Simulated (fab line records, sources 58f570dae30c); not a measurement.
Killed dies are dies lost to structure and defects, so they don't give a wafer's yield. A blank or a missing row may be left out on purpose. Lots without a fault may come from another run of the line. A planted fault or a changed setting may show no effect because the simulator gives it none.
One fault seen from 2 desks | flow berkeley_cmos170 | each desk has only its own numbers; what lay behind them comes last

THE METROLOGY DESK
What the gauges read, lot by lot, whatever tool the lot ran on: means of the sampled wafers that have a number. A lot is out of limits, marked OUT, if its mean lies more than 4 standard deviations from the usual mean; the brackets give that distance.
Columns: A = INCOMING_BOW at UCB170_START_BOW_MEAS_00, usual 0 um; B = NWELL_OXIDE_THK at UCB170_NWELL_THK_MEAS_02, usual 26.4 nm; C = NWELL_TW at UCB170_NWELL_TW_MEAS_16, usual 1255
lot  | first seen here | A  | B    | C
L769 | day 1 10:02     | -4 | 27.8 | 1256
L770 | day 1 15:02     | 5  | 26.6 | 1257
L771 | day 1 20:01     | -1 | 25.3 | 1255
L773 | day 2 06:00     | -4 | 26.2 | 1261
L774 | day 2 11:02     | -1 | 25.8 | 1255
L775 | day 2 16:04     | -2 | 26.3 | 1259
L776 | day 2 21:00     | 3  | 27.2 | 1259
L782 | day 4 03:00     | 5  | 26.1 | 1262
L783 | day 4 08:01     | 2  | 26.5 | 1214 (-4.4) OUT
L784 | day 4 13:00     | -1 | 26.4 | 1206 (-5.3) OUT
L785 | day 4 18:00     | 2  | 26.4 | 1243
L789 | day 5 14:00     | 2  | 26.9 | 1269
L790 | day 5 19:01     | 0  | 26.8 | 1245
L792 | day 6 05:00     | 5  | 26.9 | 1244
This desk's finding: out of limits on L783, L784; first on L783, day 5 06:28 (NWELL_TW at UCB170_NWELL_TW_MEAS_16). In limits: L769, L770, L771, L773, L774, L775, L776, L782, L785, L789, L790, L792.

THE TOOL OWNER'S DESK: implanter-03
The tool's own readings at UCB170_NWELL_IMPLANT_14: means of the sampled wafers that have a number, for each lot that ran on this tool. A lot is out of limits, marked OUT, if its mean lies more than 4 standard deviations from the usual mean; the brackets give that distance.
Columns: A = dose_ions_cm2 at UCB170_NWELL_IMPLANT_14, usual 1.0001e+13; B = faraday_current_uA at UCB170_NWELL_IMPLANT_14, usual 31.8
lot  | first seen here | A                    | B
L773 | day 3 03:05     | 9.9953e+12           | 31.9
L776 | day 3 20:08     | 9.9947e+12           | 31.9
L783 | day 5 06:14     | 9.1980e+12 (-67) OUT | 28.9 (-5.0) OUT
L784 | day 5 13:28     | 9.1973e+12 (-67) OUT | 29.9
This desk's finding: out of limits on L783, L784; first on L783, day 5 06:14 (dose_ions_cm2 at UCB170_NWELL_IMPLANT_14). In limits: L773, L776.

PUT TOGETHER
The tool owner's desk could have raised an alarm at day 5 06:14, on L783, L784.
The metrology desk could have raised an alarm at day 5 06:28, on L783, L784.
Of the lots named, all ran UCB170_NWELL_IMPLANT_14 on implanter-03.

WHAT THE SIMULATOR HAD PUT IN
Process parameter drift: implanter-03, from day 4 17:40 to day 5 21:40, at UCB170_NWELL_IMPLANT_14. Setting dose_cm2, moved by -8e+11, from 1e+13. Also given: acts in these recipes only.
Lots struck among those shown: L783, L784.
Hours from the fault's start to each desk's first reading out of limits: the tool owner's desk, 13; the metrology desk, 13.
